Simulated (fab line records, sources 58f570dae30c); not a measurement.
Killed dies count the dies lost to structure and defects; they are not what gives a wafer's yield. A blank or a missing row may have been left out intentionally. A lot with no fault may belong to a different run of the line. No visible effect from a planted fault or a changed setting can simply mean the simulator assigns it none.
fab line records -- flow berkeley_cmos170
record: lots: 6, wafers: 18, last_day: 12
route steps=331 shown SILICIDE@214 CONTACT@216
lots that met no fault: from a run of the same line without faults
start_h: hours from the record's opening day to when the first of the lot's shown wafers began -- wait_h: hours elapsed since this lot's preceding step -- " as in the row above -- L1.1+2: several wafers, shown together as one row -- - no value, or no start was given -- * or withheld: withheld -- < > ~ a bound
route shown NAME@n: names a module that has steps shown in the file, with the first one's number in the route -- usual: mean/standard deviation taken from wafers without a fault -- same: alike in all rows -- chamber/n: place in a boat -- sites: the reading at each site -- _std_site: the standard deviation of these -- _edge_site: mean of outer sites minus mean of inner sites -- radius_mm: how far each site lies from the wafer's centre -- mask NAME#n: copy n -- behind: the last tool/chamber to shape the wafer -- hold: the reason the lot was held/the length of the hold in hours/how it ended -- device: which transistor (n, p or np) failed to switch -- end of line: tests of these same wafers at the route's end -- a step without rows: its recipe alone -- killed: not the wafer's yield, but the dies lost to structure and defects at the first sort -- map: a wafer's dies, marking killed ones x, the rest . and places with no die _
set.NAME: the setting as run; set.NAME@STEP: as run at that earlier step -- model.NAME: the simulator's own value behind a step, which no gauge read
lots at some steps of the route; a table a step, a row a wafer
services: from which hour (start_h, from the record's first day; less than 0 if before it) a tool's chamber was out of use, for how many hours, and why
== steps ==
step: UCB170_SILICIDE_RTA_04
recipe: temp_c: 650, time_s: 15, ambient: N2
usual: lamp_power_pct: 9.95/0.25, wafer_temp_C_max: 652.9/0.71
lot.wafer,tool,chamber,start_h,wait_h,lamp_power_pct,wafer_temp_C_max
L847.1,rtp_anneal-02,0,182.31,0.1,10.19,653.0
L847.3,rtp_anneal-02,0,182.31,0.1,10.19,653.3
L847.6,rtp_anneal-02,0,182.31,0.1,10.20,652.9
L846.2,rtp_anneal-01,0,183.16,0.1,9.68,652.7
L846.3,rtp_anneal-01,0,183.16,0.1,9.69,652.1
L846.5,rtp_anneal-01,0,183.16,0.1,9.70,652.4
L856.3,rtp_anneal-01,0,222.34,0.1,9.70,651.6
L856.4,rtp_anneal-01,0,222.34,0.1,9.68,653.2
L856.5,rtp_anneal-01,0,222.34,0.1,9.70,653.1
L859.1,rtp_anneal-01,0,244.32,0.1,9.69,652.4
L859.3,rtp_anneal-01,0,244.32,0.1,9.69,653.1
L859.5,rtp_anneal-01,0,244.32,0.1,9.68,652.6
L864.2,rtp_anneal-02,0,258.40,0.1,10.18,652.4
L864.4,rtp_anneal-02,0,258.40,0.1,10.18,653.6
L864.6,rtp_anneal-02,0,258.40,0.1,10.20,654.0
L865.2,rtp_anneal-01,0,265.11,0.1,9.70,652.7
L865.4,rtp_anneal-01,0,265.11,0.1,9.68,652.4
L865.6,rtp_anneal-01,0,265.11,0.1,9.70,652.5
step: UCB170_SILICIDE_WET_ETCH_05
recipe: chemistry: SPM, time_s: 45, temp_c: 120, target: Ti
step: UCB170_CONTACT_CLEAN_00
recipe: chemistry: SPM, temp_c: 120, time_s: 600
step: UCB170_CONTACT_CVD_01
recipe: material: PSG, target_thk_nm: 700, temp_c: 450, precursor: SiH4/O2/PH3, time_s: 2820, pressure_mtorr: 300, sih4_flow_sccm: 60, o2_flow_sccm: 90, ph3_flow_sccm: 25
step: UCB170_CONTACT_THK_MEAS_02
recipe: reads: PSG_of_CONTACT_CVD_01
usual: CONTACT_PSG_THK: 703/6.9
lot.wafer,tool,chamber,start_h,wait_h,CONTACT_PSG_THK[nm]
L847.1,film_metro-04,-,184.54,0.0,706
L847.3,film_metro-04,-,184.54,0.0,697
L847.6,film_metro-04,-,184.54,0.0,711
L846.2,film_metro-02,-,185.58,0.0,698
L846.3,film_metro-02,-,185.58,0.0,690
L846.5,film_metro-02,-,185.58,0.0,692
L856.3,film_metro-01,-,225.57,0.1,712
L856.4,film_metro-01,-,225.57,0.1,714
L856.5,film_metro-01,-,225.57,0.1,710
L859.1,film_metro-04,-,246.38,0.0,702
L859.3,film_metro-04,-,246.38,0.0,713
L859.5,film_metro-04,-,246.38,0.0,705
L864.2,film_metro-01,-,262.03,0.0,699
L864.4,film_metro-01,-,262.03,0.0,691
L864.6,film_metro-01,-,262.03,0.0,696
L865.2,film_metro-01,-,270.98,0.0,691
L865.4,film_metro-01,-,270.98,0.0,698
L865.6,film_metro-01,-,270.98,0.0,694
step: UCB170_CONTACT_HMDS_03
recipe: prime_time_s: 60, prime_temp_c: 100
step: UCB170_CONTACT_COAT_04
recipe: resist: KrF, spin_rpm: 1500, resist_thk_nm: 900
step: UCB170_CONTACT_SOFTBAKE_05
recipe: resist: KrF, temp_c: 130, time_s: 60
step: UCB170_CONTACT_STRIP_06
recipe: chemistry: O2, power_w: 400, pressure_mtorr: 3500, platen_temp_c: withheld, o2_flow_sccm: 400, overash_fraction: 0.5
usual: chamber_pressure_mTorr: 3500/3.3, drypump_motor_current_A: 5.9/0.51, oes_product_au: 0.735/0.0044, strip_time_to_endpoint_s: 21.96/0.062
lot.wafer,tool,chamber,start_h,wait_h,chamber_pressure_mTorr,drypump_motor_current_A,oes_product_au,rf_hours_counter_h,strip_time_to_endpoint_s
L847.1,plasma_asher-03,1,185.26,0.1,3493,6.0,0.730,45,21.90
L847.3,plasma_asher-03,0,185.26,0.1,3505,6.6,0.737,-,21.96
L847.6,plasma_asher-03,1,185.26,0.1,3504,6.0,0.738,-,21.94
L846.2,plasma_asher-01,0,186.08,0.1,3500,5.6,0.738,48,21.84
L846.3,plasma_asher-01,1,186.08,0.1,3503,5.9,0.733,-,21.87
L846.5,plasma_asher-01,0,186.08,0.1,3504,5.6,0.736,-,21.88
L856.3,plasma_asher-03,1,226.70,0.1,3494,6.0,0.742,-,21.98
L856.4,plasma_asher-03,0,226.70,0.1,3501,6.6,0.730,-,21.96
L856.5,plasma_asher-03,1,226.70,0.1,3503,6.0,0.731,-,22.05
L859.1,plasma_asher-02,1,247.34,0.1,3503,5.0,0.737,15,22.02
L859.3,plasma_asher-02,1,247.34,0.1,3501,5.0,0.739,-,22.00
L859.5,plasma_asher-02,0,247.34,0.1,3499,6.3,0.733,-,22.02
L864.2,plasma_asher-03,0,262.67,0.1,3511,6.6,0.738,52,21.91
L864.4,plasma_asher-03,1,262.67,0.1,3500,5.9,0.736,-,21.95
L864.6,plasma_asher-03,0,262.67,0.1,3503,6.6,0.741,-,21.95
L865.2,plasma_asher-02,0,271.57,0.1,3498,6.3,0.736,18,21.98
L865.4,plasma_asher-02,0,271.57,0.1,3502,6.2,0.734,-,21.95
L865.6,plasma_asher-02,0,271.57,0.1,3502,6.2,0.736,-,21.97
step: UCB170_CONTACT_CLEAN_07
recipe: chemistry: SPM, temp_c: 120, time_s: 600
step: UCB170_CONTACT_RTA_08
recipe: temp_c: 900, time_s: 10, ambient: N2
usual: lamp_power_pct: 23.3/0.59, wafer_temp_C_max: 904.3/1.1
lot.wafer,tool,chamber,start_h,wait_h,lamp_power_pct,wafer_temp_C_max
L847.1,rtp_anneal-02,0,185.54,0.0,23.8,904.7
L847.3,rtp_anneal-02,0,185.54,0.0,23.8,904.1
L847.6,rtp_anneal-02,0,185.54,0.0,23.8,904.6
L846.2,rtp_anneal-02,0,186.52,0.0,23.8,904.0
L846.3,rtp_anneal-02,0,186.52,0.0,23.8,905.2
L846.5,rtp_anneal-02,0,186.52,0.0,23.8,905.1
L856.3,rtp_anneal-01,0,226.97,0.0,22.6,902.6
L856.4,rtp_anneal-01,0,226.97,0.0,22.6,903.4
L856.5,rtp_anneal-01,0,226.97,0.0,22.6,903.1
L859.1,rtp_anneal-02,0,247.62,0.0,23.8,906.4
L859.3,rtp_anneal-02,0,247.62,0.0,23.8,905.9
L859.5,rtp_anneal-02,0,247.62,0.0,23.8,905.0
L864.2,rtp_anneal-01,0,262.98,0.0,22.6,903.2
L864.4,rtp_anneal-01,0,262.98,0.0,22.6,903.1
L864.6,rtp_anneal-01,0,262.98,0.0,22.6,902.1
L865.2,rtp_anneal-02,0,271.85,0.0,23.8,905.6
L865.4,rtp_anneal-02,0,271.85,0.0,23.8,906.8
L865.6,rtp_anneal-02,0,271.85,0.0,23.8,905.9
step: UCB170_CONTACT_COAT_09
recipe: resist: BARC, temp_c: withheld, time_s: withheld, spin_rpm: 3000, resist_thk_nm: withheld
step: UCB170_CONTACT_COAT_10
recipe: resist: KrF, spin_rpm: 1500, resist_thk_nm: 900
lot.wafer,tool,chamber,start_h,wait_h,model.KrF_of_CONTACT_COAT_10.thk_nm
L847.1,litho_track-01,0,185,-,897.4
L847.3,litho_track-01,0,185,-,895.9
L847.6,litho_track-01,0,185,-,898
L846.2,litho_track-03,0,187,-,899.5
L846.3,litho_track-03,0,187,-,899.6
L846.5,litho_track-03,0,187,-,897.5
L856.3,litho_track-01,0,227,-,932.7
L856.4,litho_track-01,0,227,-,930.8
L856.5,litho_track-01,0,227,-,932.9
L859.1,litho_track-01,0,247,-,930
L859.3,litho_track-01,0,248,-,931.9
L859.5,litho_track-01,0,248,-,930.9
L864.2,litho_track-03,0,263,-,899.5
L864.4,litho_track-03,0,263,-,899.8
L864.6,litho_track-03,0,263,-,902.2
L865.2,litho_track-04,0,272,-,900.6
L865.4,litho_track-04,0,272,-,899.8
L865.6,litho_track-04,0,272,-,898.8
step: UCB170_CONTACT_SOFTBAKE_11
recipe: resist: KrF, temp_c: 130, time_s: 60
step: UCB170_CONTACT_EXPOSE_12
recipe: mask_id: CONT, target_cd_nm: 700, na: 0.5, sigma_outer: 0.6, source_shape: conventional, dose_mj: 35
step: UCB170_CONTACT_PEB_13
recipe: peb_temp_c: 130, peb_time_s: withheld, resist: KrF
step: UCB170_CONTACT_DEVELOP_14
recipe: developer: TMAH, develop_time_s: 45, resist: KrF, dev_temp_c: 21
step: UCB170_CONTACT_CD_MEAS_15
recipe: target_cd_nm: 700
usual: cd_nm: 700.0/1.4
lot.wafer,tool,chamber,start_h,wait_h,cd_nm
L847.1,cd_sem-01,-,187.23,-,701.0
L847.3,cd_sem-01,-,187.23,-,701.2
L847.6,cd_sem-01,-,187.23,-,700.3
L846.2,cd_sem-01,-,189.14,-,701.0
L846.3,cd_sem-01,-,189.14,-,700.8
L846.5,cd_sem-01,-,189.14,-,700.7
L856.3,cd_sem-01,-,229.13,-,698.6
L856.4,cd_sem-01,-,229.13,-,699.8
L856.5,cd_sem-01,-,229.13,-,698.3
L859.1,cd_sem-02,-,249.23,-,699.4
L859.3,cd_sem-02,-,249.23,-,700.2
L859.5,cd_sem-02,-,249.23,-,698.9
L864.2,cd_sem-02,-,263.93,-,697.1
L864.4,cd_sem-02,-,263.93,-,697.2
L864.6,cd_sem-02,-,263.93,-,697.8
L865.2,cd_sem-02,-,272.88,-,701.3
L865.4,cd_sem-02,-,272.88,-,701.9
L865.6,cd_sem-02,-,272.88,-,700.2
step: UCB170_CONTACT_OVL_MEAS_16
usual: CONTACT_OVL: -1/4.7
lot.wafer,tool,chamber,start_h,wait_h,CONTACT_OVL[nm]
L847.1,overlay-02,-,187.35,0.1,-8
L847.3,overlay-02,-,187.35,0.1,-3
L847.6,overlay-02,-,187.35,0.1,-5
L846.2,overlay-01,-,189.24,0.1,-10
L846.3,overlay-01,-,189.24,0.1,0
L846.5,overlay-01,-,189.24,0.1,-14
L856.3,overlay-01,-,229.22,0.1,2
L856.4,overlay-01,-,229.22,0.1,1
L856.5,overlay-01,-,229.22,0.1,9
L859.1,overlay-01,-,249.35,0.1,11
L859.3,overlay-01,-,249.35,0.1,2
L859.5,overlay-01,-,249.35,0.1,9
L864.2,overlay-02,-,264.03,0.1,-6
L864.4,overlay-02,-,264.03,0.1,-13
L864.6,overlay-02,-,264.03,0.1,-3
L865.2,overlay-01,-,272.98,0.1,0
L865.4,overlay-01,-,272.98,0.1,7
L865.6,overlay-01,-,272.98,0.1,2
step: UCB170_CONTACT_ETCH_17
recipe: chemistry: N2/H2, target_depth_a: withheld, overetch_a: withheld, target: BARC, time_s: withheld, source_w: 500, bias_w: 100, pressure_mtorr: 30, n2_flow_sccm: 100, h2_flow_sccm: 200
usual: chamber_pressure_mTorr: 29.999/0.028, drypump_motor_current_A: 5.7/0.49, oes_product_au: 0.993/0.024, throttle_valve_pct: 13.24/0.2
lot.wafer,tool,chamber,start_h,wait_h,chamber_pressure_mTorr,drypump_motor_current_A,oes_product_au,throttle_valve_pct
L847.1,rie_diel-03,3,187.38,0.0,29.979,5.6,0.972,13.34
L847.3,rie_diel-03,0,187.38,0.0,30.042,5.2,0.990,13.21
L847.6,rie_diel-03,0,187.38,0.0,29.971,5.2,0.999,13.20
L846.2,rie_diel-03,2,189.27,0.0,29.979,6.1,1.028,12.92
L846.3,rie_diel-03,0,189.27,0.0,29.970,5.2,0.989,13.21
L846.5,rie_diel-03,2,189.27,0.0,30.036,6.1,1.026,12.92
L856.3,rie_diel-03,3,229.24,0.0,30.012,5.6,0.981,13.36
L856.4,rie_diel-03,1,229.24,0.0,29.971,6.3,0.975,12.99
L856.5,rie_diel-03,0,229.24,0.0,30.013,5.2,0.994,13.21
L859.1,rie_diel-04,3,249.38,0.0,30.020,5.4,0.979,13.62
L859.3,rie_diel-04,1,249.38,0.0,30.055,6.4,0.991,13.21
L859.5,rie_diel-04,1,249.38,0.0,29.979,6.4,0.987,13.22
L864.2,rie_diel-03,1,264.06,0.0,30.030,6.3,0.958,12.98
L864.4,rie_diel-03,0,264.06,0.0,29.978,5.2,1.006,13.20
L864.6,rie_diel-03,3,264.06,0.0,30.026,5.6,0.983,13.33
L865.2,rie_diel-01,0,273.01,0.0,30.021,6.6,1.016,13.41
L865.4,rie_diel-01,0,273.01,0.0,29.963,6.6,1.020,13.41
L865.6,rie_diel-01,2,273.01,0.0,29.986,6.1,0.971,13.18
step: UCB170_CONTACT_ETCH_18
recipe: chemistry: CHF3/CF4/Ar, target: PSG, stop_on: TiSi2, CHF3_flow_sccm: 45, cf4_flow_sccm: 15, Ar_flow_sccm: 150, pressure_mtorr: 200, rf_w: 700, target_depth_a: 8400, over_etch_frac: 0.2, time_s: 195
usual: chamber_pressure_mTorr: 200.00/0.19, drypump_motor_current_A: 5.7/0.5, oes_product_au: 0.893/0.018, throttle_valve_pct: 6.90/0.12
lot.wafer,tool,chamber,start_h,wait_h,chamber_pressure_mTorr,drypump_motor_current_A,oes_product_au,rf_hours_counter_h,throttle_valve_pct,model.KrF_of_CONTACT_COAT_10.thk_nm
L847.1,rie_diel-03,3,-,-,199.85,5.6,0.895,119,6.95,691.1
L847.3,rie_diel-03,0,-,-,199.86,5.2,0.906,14,6.84,693.9
L847.6,rie_diel-03,0,-,-,200.02,5.2,0.906,-,6.86,696.8
L846.2,rie_diel-03,2,-,-,200.11,6.1,0.911,67,6.76,687.8
L846.3,rie_diel-03,0,-,-,199.93,5.2,0.897,14,6.86,696.5
L846.5,rie_diel-03,2,-,-,199.89,6.0,0.902,-,6.75,687
L856.3,rie_diel-03,3,-,-,200.22,5.6,0.889,122,6.95,727.6
L856.4,rie_diel-03,1,-,-,200.11,6.3,0.880,43,6.78,722.4
L856.5,rie_diel-03,0,-,-,199.94,5.2,0.922,-,6.84,731.6
L859.1,rie_diel-04,3,-,-,200.00,5.4,0.879,97,7.16,723.2
L859.3,rie_diel-04,1,-,-,199.74,6.4,0.906,92,6.91,725.1
L859.5,rie_diel-04,1,-,-,200.15,6.4,0.900,-,6.88,725.5
L864.2,rie_diel-03,1,-,-,200.27,6.3,0.864,45,6.77,690.8
L864.4,rie_diel-03,0,-,-,199.95,5.2,0.894,18,6.84,697.2
L864.6,rie_diel-03,3,-,-,199.88,5.6,0.880,-,6.92,696.8
L865.2,rie_diel-01,0,-,-,200.02,6.6,0.888,2,6.98,692.7
L865.4,rie_diel-01,0,-,-,199.71,6.5,0.887,-,6.97,693
L865.6,rie_diel-01,2,-,-,200.18,6.1,0.852,-,6.81,690
step: UCB170_CONTACT_STRIP_19
recipe: chemistry: O2, power_w: 400, pressure_mtorr: 3500, platen_temp_c: withheld, o2_flow_sccm: 400, overash_fraction: 0.5
usual: chamber_pressure_mTorr: 3500/3.1, drypump_motor_current_A: 5.8/0.47, oes_product_au: 0.725/0.0045
lot.wafer,tool,chamber,start_h,wait_h,chamber_pressure_mTorr,drypump_motor_current_A,oes_product_au,rf_hours_counter_h
L847.1,plasma_asher-01,1,187.55,-,3499,5.8,0.720,48
L847.3,plasma_asher-01,1,187.55,-,3499,5.9,0.727,-
L847.6,plasma_asher-01,1,187.55,-,3504,5.9,0.722,-
L846.2,plasma_asher-02,1,189.44,-,3496,5.0,0.724,9
L846.3,plasma_asher-02,1,189.44,-,3499,5.0,0.719,-
L846.5,plasma_asher-02,1,189.44,-,3498,5.0,0.724,-
L856.3,plasma_asher-01,1,229.44,-,3496,5.9,0.728,-
L856.4,plasma_asher-01,0,229.44,-,3496,5.5,0.728,-
L856.5,plasma_asher-01,1,229.44,-,3497,5.9,0.729,-
L859.1,plasma_asher-02,0,249.55,-,3496,6.2,0.724,15
L859.3,plasma_asher-02,0,249.55,-,3498,6.2,0.729,-
L859.5,plasma_asher-02,1,249.55,-,3498,5.0,0.728,-
L864.2,plasma_asher-03,0,264.23,-,3498,6.6,0.722,53
L864.4,plasma_asher-03,1,264.23,-,3497,6.0,0.722,-
L864.6,plasma_asher-03,1,264.23,-,3495,6.0,0.718,-
L865.2,plasma_asher-02,1,273.18,-,3500,5.0,0.713,18
L865.4,plasma_asher-02,0,273.18,-,3502,6.2,0.724,-
L865.6,plasma_asher-02,1,273.18,-,3495,5.0,0.719,-
== services ==
tool,chamber,start_h,hours,kind
rie_diel-04,3,174.28,3.3,repair
rie_diel-03,1,181.93,5.6,repair
rie_diel-01,1,188.03,9.4,repair
rie_diel-01,2,191.05,14.4,repair
plasma_asher-01,-,199.44,0.4,repair
rie_diel-01,1,206.89,10.9,repair
rie_diel-01,0,208.76,4.3,repair
plasma_asher-01,-,213.65,0.5,repair
rie_diel-01,0,217.74,-,clean
rie_diel-01,0,217.74,25.3,scheduled_down
rie_diel-01,0,217.74,25.3,vent_cycle
rie_diel-01,-,225.92,2.8,pm
rie_diel-01,1,243.08,-,clean
rie_diel-01,1,243.08,33.9,scheduled_down
rie_diel-01,1,243.08,33.9,vent_cycle
plasma_asher-03,-,246.54,13.5,repair
rie_diel-04,0,247.03,5.3,repair
rie_diel-03,3,269.97,4.8,repair
== key ==
first_sign none at tools or gauges
model_effect: step: UCB170_CONTACT_COAT_10, value: KrF_of_CONTACT_COAT_10.thk_nm, without: 902.1, struck: 931.5
model_effect: step: UCB170_CONTACT_ETCH_18, value: KrF_of_CONTACT_COAT_10.thk_nm, without: 696.5, struck: 725.9
met_at UCB170_CONTACT_COAT_10
struck_wafers L856.3,L856.4,L856.5,L859.1,L859.3,L859.5
sort_left_out L859.1,L859.3,L859.5
tester_left_out L856,L859
onset_between 185 227
fault: kind: process_parameter_drift, tool: litho_track-01, chamber: -, onset_h: 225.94, steps: UCB170_CONTACT_COAT_10, channel: resist_thk_nm, offset: *, shape: step, end_h: 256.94, acts_in: *, stated: *
tester_left_out: of these lots the tester's yield and bins aren't shown, on N5 and GAA mostly nor the transistor test; their killed dies are dies lost to structure and defects alone, not to doping, threshold or leakage, so they don't give the yield
sort_left_out: the simulated sort isn't trusted on such a fault, so these wafers' sort isn't shown, and their yield isn't known
